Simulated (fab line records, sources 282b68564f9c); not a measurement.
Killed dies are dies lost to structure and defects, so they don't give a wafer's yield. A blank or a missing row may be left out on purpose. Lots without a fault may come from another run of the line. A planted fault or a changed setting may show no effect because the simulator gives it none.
A struck lot beside a sound one | flow rit_cmos | 44 steps out of a route of 202
Sound: wafers L206.3, L206.4, L206.6. Struck: wafers L199.2, L199.4, L199.6. The cause comes at the end.
At each step with rows: each side's tool, then ch and its chambers, then its first start. Under that, the readings that differ: sound wafers | struck wafers | difference of the means | sigmas: that difference in standard deviations of wafers without a fault.
alike: readings whose means differ by less than 2 such deviations, and words and numbers that are the same on both sides. not compared: withheld readings, readings that some wafer has no value for, bounds like >300 that may hide the same value, and numbers for which the record gives no deviation and whose values overlap.
The two part at a step that has a row with sigmas, a row that says differs or no value, or rows on one side only. Numbers that don't overlap but have no deviation are shown without sigmas and don't part them. A reading that every wafer of one side lacks parts them only if that side has two wafers or more.

first, 4 steps without rows for these wafers: RIT_PLDD_SOFTBAKE_02 (time 60 s); RIT_PLDD_EXPOSE_03 (exposes mask M8, target cd 40900 nm); RIT_PLDD_PEB_04; RIT_PLDD_DEVELOP_05 (develop time 50 s).
RIT_PLDD_OVL_MEAS_06:
  sound on overlay-02, day 6 20:54; struck on overlay-01, day 5 07:05
  alike: PLDD_OVL
then, 2 steps without rows for these wafers: RIT_PLDD_HARDBAKE_07 (time 60 s); RIT_PLDD_IMPLANT_08.
RIT_PLDD_STRIP_09: strips in O2, time 180 s.
  sound on plasma_asher-02 ch 0,1, day 6 21:17; struck on plasma_asher-02 ch 0,1, day 5 07:25
  alike: drypump_motor_current_A
  not compared: rf_hours_counter_h
RIT_PLDD_TW_MEAS_10:
  sound on film_metro-01, day 6 21:25; struck on film_metro-02, day 5 07:36
  alike: PLDD_TW
then, 3 steps without rows for these wafers: RIT_SPACER_CLEAN_00 (cleans in SC1, time 600 s); RIT_SPACER_CLEAN_01 (cleans in dHF, time 30 s); RIT_SPACER_CLEAN_02 (cleans in SC2, time 600 s).
RIT_SPACER_CVD_03: deposits Si3N4 from SiH2Cl2/NH3, target thk 250 nm, time 3300 s.
  sound on lpcvd-01 ch 0, day 6 21:51; struck on lpcvd-02 ch 1, day 5 09:07
  reading                                  | sound             | struck            | difference | sigmas
  model.Si3N4_of_SPACER_CVD_03.thk_nm (nm) | 255.7 254.4 255.8 | 131.9 133.8 133.8 | -122.1     |
RIT_SPACER_THK_MEAS_04:
  sound on film_metro-04, day 6 23:47; struck on film_metro-04, day 5 11:02
  reading                 | sound             | struck            | difference | sigmas
  SPACER_NITRIDE_THK (nm) | 255.9 254.2 255.8 | 131.8 133.8 133.9 | -122.1     | -44
RIT_SPACER_ETCHBACK_05: etches Si3N4 in SF6/CHF3, stops on SiO2, target depth 250 nm, time 240 s.
  sound on rie_diel-01 ch 2,3, day 6 23:49; struck on rie_diel-02 ch 0,1,2, day 5 11:05
  reading                  | sound             | struck            | difference | sigmas
  oes_product_au (a.u.)    | 0.843 0.841 0.841 | 0.561 0.575 0.564 | -0.275     | -20
  model.etch.depth_nm (nm) | 255.7 254.4 255.8 | 131.9 133.8 133.8 | -122.1     |
  alike: drypump_motor_current_A, throttle_valve_pct
  not compared: rf_hours_counter_h
then, 6 steps without rows for these wafers: RIT_NSD_HMDS_00 (prime time 60 s); RIT_NSD_COAT_01 (resist thk 1000 nm); RIT_NSD_SOFTBAKE_02 (time 59.14 s); RIT_NSD_EXPOSE_03 (exposes mask M9, target cd 40700 nm); RIT_NSD_PEB_04; RIT_NSD_DEVELOP_05 (develop time 50 s).
RIT_NSD_OVL_MEAS_06:
  sound on overlay-02, day 7 00:50; struck on overlay-01, day 5 12:05
  alike: NSD_OVL
then, 2 steps without rows for these wafers: RIT_NSD_HARDBAKE_07 (time 60 s); RIT_NSD_IMPLANT_08.
RIT_NSD_STRIP_09: strips in O2, time 180 s.
  sound on plasma_asher-04 ch 0,1, day 7 01:13; struck on plasma_asher-03 ch 0,1, day 5 12:25
  alike: drypump_motor_current_A
  not compared: rf_hours_counter_h
RIT_NSD_TW_MEAS_10:
  sound on film_metro-01, day 7 01:21; struck on film_metro-03, day 5 12:37
  alike: NSD_TW
then, 6 steps without rows for these wafers: RIT_PSD_HMDS_00 (prime time 60 s); RIT_PSD_COAT_01 (resist thk 1000 nm); RIT_PSD_SOFTBAKE_02 (time 60 s); RIT_PSD_EXPOSE_03 (exposes mask M10, target cd 40900 nm); RIT_PSD_PEB_04; RIT_PSD_DEVELOP_05 (develop time 50 s).
RIT_PSD_OVL_MEAS_06:
  sound on overlay-02, day 7 02:16; struck on overlay-01, day 5 13:38
  alike: PSD_OVL
then, 2 steps without rows for these wafers: RIT_PSD_HARDBAKE_07 (time 60 s); RIT_PSD_IMPLANT_08.
RIT_PSD_STRIP_09: strips in O2, time 180 s.
  sound on plasma_asher-02 ch 0,1, day 7 02:38; struck on plasma_asher-03 ch 0,1, day 5 14:11
  alike: drypump_motor_current_A
  not compared: rf_hours_counter_h
RIT_PSD_TW_MEAS_10:
  sound on film_metro-02, day 7 02:47; struck on film_metro-02, day 5 14:22
  alike: PSD_TW
then, 3 steps without rows for these wafers: RIT_SDANNEAL_CLEAN_00 (cleans in SC1, time 587.1 s); RIT_SDANNEAL_CLEAN_01 (cleans in dHF, time 30 s); RIT_SDANNEAL_CLEAN_02 (cleans in SC2, time 600 s).
RIT_SDANNEAL_RTA_03: time 5 s.
  sound on rtp_anneal-01 ch 0, day 7 03:14; struck on rtp_anneal-02 ch 0, day 5 14:50
  alike: wafer_temp_C_max
RIT_SDANNEAL_RS_MEAS_04: measures by four-point-probe.
  sound on film_metro-03, day 7 03:19; struck on film_metro-03, day 5 14:53
  alike: PSD_RS
RIT_SILICIDE_WET_ETCH_00: etches SiO2 in BOE, target depth 14 nm, time 15 s.
  sound on wet_bench-02 ch 3, day 7 03:45; struck on wet_bench-04 ch 3, day 5 15:21
  reading                                  | sound             | struck            | difference | sigmas
  model.Si3N4_of_SPACER_CVD_03.thk_nm (nm) | 197.6 199.4 200.4 | 103.3 104.1 104.4 | -95.2      |
RIT_M1_PROBE_99:
  sound on prober-02, day 7 10:53; struck on prober-01, day 5 22:20
  reading                                 | sound             | struck | difference | sigmas
  model.etest.nldd.width_nm (nm)          | 3162 3160 3154    | 3342   | +183       |
  model.etest.pldd.width_nm (nm)          | 3153 3170 3171    | 3348   | +183       |
  model.etest.pplus_sal.width_nm (nm)     | 3439 3398 3417    | 3612   | +194       |
  model.etest.nplus_sal.width_nm (nm)     | 3446 3405 3409    | 3601   | +181       |
  model.etest.pwell_pinched.rs_ohm_sq     | 457.8 444.1 448.7 | 532.3  | +82.1      |
  model.etest.nwell_pinched.rs_ohm_sq     | 339.5 327.9 326.9 | 419.1  | +87.7      |
  model.etest.well_edge_left.line_ohm_um  | 181.5 181.5 180.4 | 227.9  | +46.8      |
  model.etest.well_edge_right.line_ohm_um | 182.7 181.8 181.9 | 223.1  | +41.0      |

WHERE THEY PART
First at RIT_SPACER_THK_MEAS_04; last, within this record, at RIT_SPACER_ETCHBACK_05. Later steps at which nothing parts them and some readings are alike: RIT_NSD_OVL_MEAS_06, RIT_NSD_STRIP_09, RIT_NSD_TW_MEAS_10, RIT_PSD_OVL_MEAS_06, RIT_PSD_STRIP_09, RIT_PSD_TW_MEAS_10, RIT_SDANNEAL_RTA_03, RIT_SDANNEAL_RS_MEAS_04.

WHY: what the simulator had put in
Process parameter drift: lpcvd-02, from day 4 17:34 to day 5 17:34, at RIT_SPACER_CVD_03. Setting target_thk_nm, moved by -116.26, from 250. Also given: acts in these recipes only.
